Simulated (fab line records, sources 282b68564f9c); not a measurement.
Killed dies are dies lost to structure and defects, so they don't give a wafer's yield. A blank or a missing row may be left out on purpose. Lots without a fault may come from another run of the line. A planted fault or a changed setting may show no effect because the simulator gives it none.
Which tool did it? | flow rit_cmos | 14 lots, 42 wafers sampled, at 2 steps of a route of 202

WHAT THE GAUGES READ, wafer by wafer
RIT_ACTIVE_THK_MEAS_04.
lot  | measured    | on            | ACTIVE_NITRIDE_THK (nm)
L423 | day 1 15:09 | film_metro-01 | 148.0 148.1 147.0
L424 | day 1 18:32 | film_metro-03 | 151.4 151.2 151.4
L425 | day 1 23:38 | film_metro-01 | 152.5 152.7 151.9
L426 | day 2 04:43 | film_metro-01 | 152.0 150.5 152.7
L427 | day 2 10:16 | film_metro-01 | 150.1 152.0 150.7
L428 | day 2 15:26 | film_metro-04 | 150.9 150.5 149.6
L429 | day 2 20:55 | film_metro-03 | 149.2 149.6 148.2
L431 | day 3 05:56 | film_metro-03 | 148.7 149.9 149.1
L433 | day 3 15:56 | film_metro-03 | 149.6 150.6 150.0
L435 | day 4 02:36 | film_metro-04 | 80.7 81.6 80.8
L436 | day 4 08:18 | film_metro-04 | 78.9 79.5 79.5
L437 | day 4 12:14 | film_metro-03 | 147.9 147.9 146.9
L440 | day 5 03:27 | film_metro-04 | 147.7 148.8 147.8
L446 | day 6 09:16 | film_metro-03 | 150.1 150.6 151.7

WHICH TOOL RAN EACH LOT (tool, then ch and the chambers of the sampled wafers, then the start)
lot  | RIT_ACTIVE_CVD_03
L423 | lpcvd-02 ch 1, day 1 13:44
L424 | lpcvd-01 ch 1, day 1 17:07
L425 | lpcvd-01 ch 0, day 1 22:13
L426 | lpcvd-01 ch 0, day 2 03:18
L427 | lpcvd-01 ch 1, day 2 08:51
L428 | lpcvd-01 ch 0, day 2 14:01
L429 | lpcvd-01 ch 0, day 2 19:29
L431 | lpcvd-01 ch 1, day 3 04:30
L433 | lpcvd-01 ch 1, day 3 14:31
L435 | lpcvd-01 ch 1, day 4 01:10
L436 | lpcvd-01 ch 1, day 4 06:53
L437 | lpcvd-02 ch 1, day 4 10:07
L440 | lpcvd-02 ch 1, day 5 01:19
L446 | lpcvd-02 ch 1, day 6 07:07
- RIT_ACTIVE_CVD_03: deposits Si3N4 from SiH2Cl2/NH3, target thk 150 nm, time 1500 s.

WHAT THE TOOLS THEMSELVES READ (means of the sampled wafers that have a number; where no wafer has one, the mark that the record gives instead)
RIT_ACTIVE_CVD_03.
lot  | tool     | zone_power_centre_pct (%)
L423 | lpcvd-02 | 37.0
L424 | lpcvd-01 | 38.6
L425 | lpcvd-01 | 41.1
L426 | lpcvd-01 | 40.9
L427 | lpcvd-01 | 38.6
L428 | lpcvd-01 | 40.9
L429 | lpcvd-01 | 40.8
L431 | lpcvd-01 | 39.1
L433 | lpcvd-01 | 39.1
L435 | lpcvd-01 | 38.7
L436 | lpcvd-01 | 38.9
L437 | lpcvd-02 | 37.1
L440 | lpcvd-02 | 37.0
L446 | lpcvd-02 | 36.8

THE ANSWER, worked out from the rows above alone
Rule: what is usual is taken from the lots themselves. Put in order of their means at a reading, lots are off if they are a third of the lots or fewer, leave a main group of 4 or more, and stand apart from it by a gap of 3 or more times the standard deviation of the main group's means; of several such gaps the widest counts. A main group whose means are all the same, to the digits that the tables above print for the reading, isn't used. A lot without any number at a reading at which 4 lots or more have one is off too. The other lots that the step has rows for count as sound. The gauges are gone through in route order, then the tools' own readings, and for those a lot's mean is taken as printed above. The first step at which some lot is off is used, and at that step the reading that is off furthest; a lot without a number counts as furthest.
Off: L435, L436, at RIT_ACTIVE_THK_MEAS_04 (ACTIVE_NITRIDE_THK). The main group: mean 149.9 nm, standard deviation 1.5.
A tool fits if, at a process step before that reading, it ran every lot that is off, and no sound lot after the first of them. The gauges at RIT_ACTIVE_THK_MEAS_04 are tried like those tools. One fits: lpcvd-01 at RIT_ACTIVE_CVD_03. Its last sound lot is L433 (day 3 14:31), its first lot that is off L435 (day 4 01:10): a fault that began between those two fits.

WHAT THE SIMULATOR HAD PUT IN
Process parameter drift: lpcvd-01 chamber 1, from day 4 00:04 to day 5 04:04, at RIT_ACTIVE_CVD_03. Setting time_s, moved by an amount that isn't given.
Lots struck among those shown: L435, L436. The rule above found the same.
